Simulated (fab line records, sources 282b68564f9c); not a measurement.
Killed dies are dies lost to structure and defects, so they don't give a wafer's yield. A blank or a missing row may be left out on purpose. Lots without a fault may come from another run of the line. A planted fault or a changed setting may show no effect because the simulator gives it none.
A struck lot beside a sound one | flow rit_cmos | 15 steps out of a route of 202
Sound: wafers L239.2, L239.3, L239.5. Struck: wafers L246.1, L246.3, L246.4. The cause comes at the end.
At each step with rows: each side's tool, then ch and its chambers, then its first start. Under that, the readings that differ: sound wafers | struck wafers | difference of the means | sigmas: that difference in standard deviations of wafers without a fault.
alike: readings whose means differ by less than 2 such deviations, and words and numbers that are the same on both sides. not compared: withheld readings, readings that some wafer has no value for, bounds like >300 that may hide the same value, and numbers for which the record gives no deviation and whose values overlap.
The two part at a step that has a row with sigmas, a row that says differs or no value, or rows on one side only. Numbers that don't overlap but have no deviation are shown without sigmas and don't part them. A reading that every wafer of one side lacks parts them only if that side has two wafers or more.

first, 1 step without rows for these wafers: RIT_CONTACT_CLEAN_14 (cleans in SC2, time 600 s).
RIT_M1_SPUTTER_00: material Al, target thk 400 nm, time 500 s.
  sound on pvd_sputter-01, day 4 01:10; struck on pvd_sputter-02, day 5 10:46
  alike: throttle_valve_pct
RIT_M1_RS_MEAS_01: measures by four-point-probe.
  sound on film_metro-01, day 4 01:31; struck on film_metro-02, day 5 11:04
  alike: M1_AL_RS
RIT_M1_THK_MEAS_02: measures by xrf.
  sound on film_metro-01, day 4 01:38; struck on film_metro-02, day 5 11:11
  alike: M1_AL_THK
then, 6 steps without rows for these wafers: RIT_M1_HMDS_03 (prime time 60 s); RIT_M1_COAT_04 (resist thk 1300 nm); RIT_M1_SOFTBAKE_05 (time 60 s); RIT_M1_EXPOSE_06 (exposes mask M12, target cd 2600 nm); RIT_M1_PEB_07; RIT_M1_DEVELOP_08 (develop time 68 s).
RIT_M1_CD_MEAS_09: target cd 2600 nm.
  sound on cd_sem-01, day 4 02:35; struck on cd_sem-02, day 5 12:13
  alike: cd_nm
RIT_M1_OVL_MEAS_10:
  sound on overlay-01, day 4 02:41; struck on overlay-02, day 5 12:20
  alike: M1_OVL
RIT_M1_HARDBAKE_11: time 120 s.
  sound on litho_track-04 ch 0, day 4 02:45; struck on litho_track-03 ch 0, day 5 12:22
  reading                                 | sound                | struck               | difference | sigmas
  heater_power_total_W (W)                | 52.05 52.11 52.00    | 50.24 50.46 50.31    | -1.72      | -29
  plate_temp_C (C)                        | 139.77 139.89 139.95 | 136.24 136.29 136.26 | -3.61      | -28
  model.NOVOLAK_of_M1_COAT_04.thk_nm (nm) | 1137 1136 1134       | 1141 1141 1140       | +5         |
  alike: chill_plate_temp_C
RIT_M1_METAL_ETCH_12: etches Al in Cl2/BCl3, stops on SiO2, time 165 s, target depth 600 nm.
  sound on rie_metal-04 ch 0,1, day 4 02:58; struck on rie_metal-03 ch 0,1, day 5 12:37
  reading                      | sound          | struck         | difference | sigmas
  he_backside_leak_sccm (sccm) | 3.11 3.11 3.04 | 3.50 3.56 3.72 | +0.51      | +2
  alike: bcl3_flow_sccm, drypump_motor_current_A, oes_product_au, rf_fwd_power_W, throttle_valve_pct
  not compared: rf_hours_counter_h
RIT_M1_PROBE_99:
  sound on prober-02, day 4 05:17; struck on prober-01, day 5 14:52
  reading            | sound | struck | difference | sigmas
  killed_at_contacts | 2 0 1 | 0 0 0  | -1         | -3
  alike: defect_limited_yield, killed_at_front_end, killed_dies, killed_open, killed_short, sort_bin_3_pad_short, sort_bin_5_function, sort_bin_6_memory, sort_n_pass, sort_yield_pct

WHERE THEY PART
First at RIT_M1_HARDBAKE_11; last, within this record, at RIT_M1_PROBE_99.

WHY: what the simulator had put in
Process parameter drift: litho_track-03, from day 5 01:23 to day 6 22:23, at RIT_M1_HARDBAKE_11. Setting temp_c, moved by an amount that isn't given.
